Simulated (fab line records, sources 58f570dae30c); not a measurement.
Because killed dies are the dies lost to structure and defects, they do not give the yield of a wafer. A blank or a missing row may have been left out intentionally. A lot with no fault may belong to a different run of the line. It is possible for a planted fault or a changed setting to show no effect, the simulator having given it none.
Which tool did it? + flow berkeleyCmos170 + 21 wafers from 7 lots sampled at 4 of the route's 331 steps

== WHAT THE GAUGES SHOWED, per wafer ==
UCB170_V2_CD_MEAS_12: target cd 700 nm.
| lot  | measured     | on       | cdNm (nm)         |
|------|--------------|----------|-------------------|
| L733 | day 7 23:43  | cdSem-02 | 700.1 700.9 701.3 |
| L734 | day 8 08:47  | cdSem-01 | 701.2 702.1 702.7 |
| L739 | day 9 08:33  | cdSem-01 | 702.6 703.1 701.9 |
| L740 | day 9 09:25  | cdSem-02 | 698.8 699.6 699.6 |
| L742 | day 10 00:23 | cdSem-01 | 699.2 699.6 699.4 |
| L744 | day 10 01:36 | cdSem-01 | 710.1 710.5 709.9 |
| L748 | day 11 01:44 | cdSem-02 | 712.1 712.0 711.6 |

== EACH LOT AND THE TOOL THAT RAN IT (in order: tool; ch and the chambers of the sampled wafers; start) ==
| lot  | UCB170_M2_METAL_ETCH_18          | UCB170_V2_CVD_00               | UCB170_V2_SOFTBAKE_08            |
|------|----------------------------------|--------------------------------|----------------------------------|
| L733 | rieMetal-04 ch 1, day 7 21:20    | pecvd-02 ch 0,2, day 7 21:48   | lithoTrack-03 ch 0, day 7 23:02  |
| L734 | rieMetal-04 ch 0,1, day 8 05:58  | pecvd-01 ch 1,2, day 8 06:18   | lithoTrack-01 ch 0, day 8 07:53  |
| L739 | rieMetal-01 ch 0,1, day 9 06:25  | pecvd-04 ch 0,1, day 9 06:49   | lithoTrack-04 ch 0, day 9 08:01  |
| L740 | rieMetal-04 ch 0,1, day 9 06:53  | pecvd-02 ch 0,1,2, day 9 07:18 | lithoTrack-03 ch 0, day 9 08:44  |
| L742 | rieMetal-02 ch 0,1, day 9 22:17  | pecvd-02 ch 0,1, day 9 22:38   | lithoTrack-03 ch 0, day 9 23:52  |
| L744 | rieMetal-04 ch 1, day 9 23:20    | pecvd-01 ch 0,2, day 9 23:45   | lithoTrack-03 ch 0, day 10 00:56 |
| L748 | rieMetal-02 ch 0,1, day 10 23:19 | pecvd-04 ch 0,1, day 10 23:40  | lithoTrack-03 ch 0, day 11 01:01 |
- UCB170_M2_METAL_ETCH_18: etches Al in Cl2/BCl3, stops on SiO2, target depth 1170 nm, time 195 s.
- UCB170_V2_CVD_00: deposits SiO2 from TEOS/O2, target thk 2000 nm, time 250 s.
- UCB170_V2_SOFTBAKE_08: time 60 s.

== THE ANSWER, worked out from the rows above alone ==
Rule: the usual values come from the lots themselves. The widest of any qualifying gaps counts: lots, ordered by their means at a reading, are off when they make up no more than a third of the lots, leave a main group of 4 or more, and stand apart from it by 3 or more times the standard deviation of that group's means. A main group is skipped when, at the precision printed for the reading in the tables above, its means are all equal. A lot without any number at a reading at which 4 lots or more have one is off too. The other lots that the step has rows for count as sound.
Off: L744, L748, at UCB170_V2_CD_MEAS_12 (cdNm). Mean 700.8 nm and standard deviation 1.3 in the main group.
If a tool, at a process step before that reading, ran all the lots that are off and no sound lot after the first of them, it fits. The gauges at UCB170_V2_CD_MEAS_12 are tried like those tools. One candidate fits, namely lithoTrack-03 at UCB170_V2_SOFTBAKE_08. A fault onset in the window from L742 (day 9 23:52, its last sound lot) to L744 (day 10 00:56, its first lot off) fits.

== WHAT THE SIMULATOR PUT IN ==
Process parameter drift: lithoTrack-03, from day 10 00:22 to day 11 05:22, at UCB170_V2_SOFTBAKE_08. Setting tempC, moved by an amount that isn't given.
Lots struck among those shown: L744, L748. Same finding as the rule above.
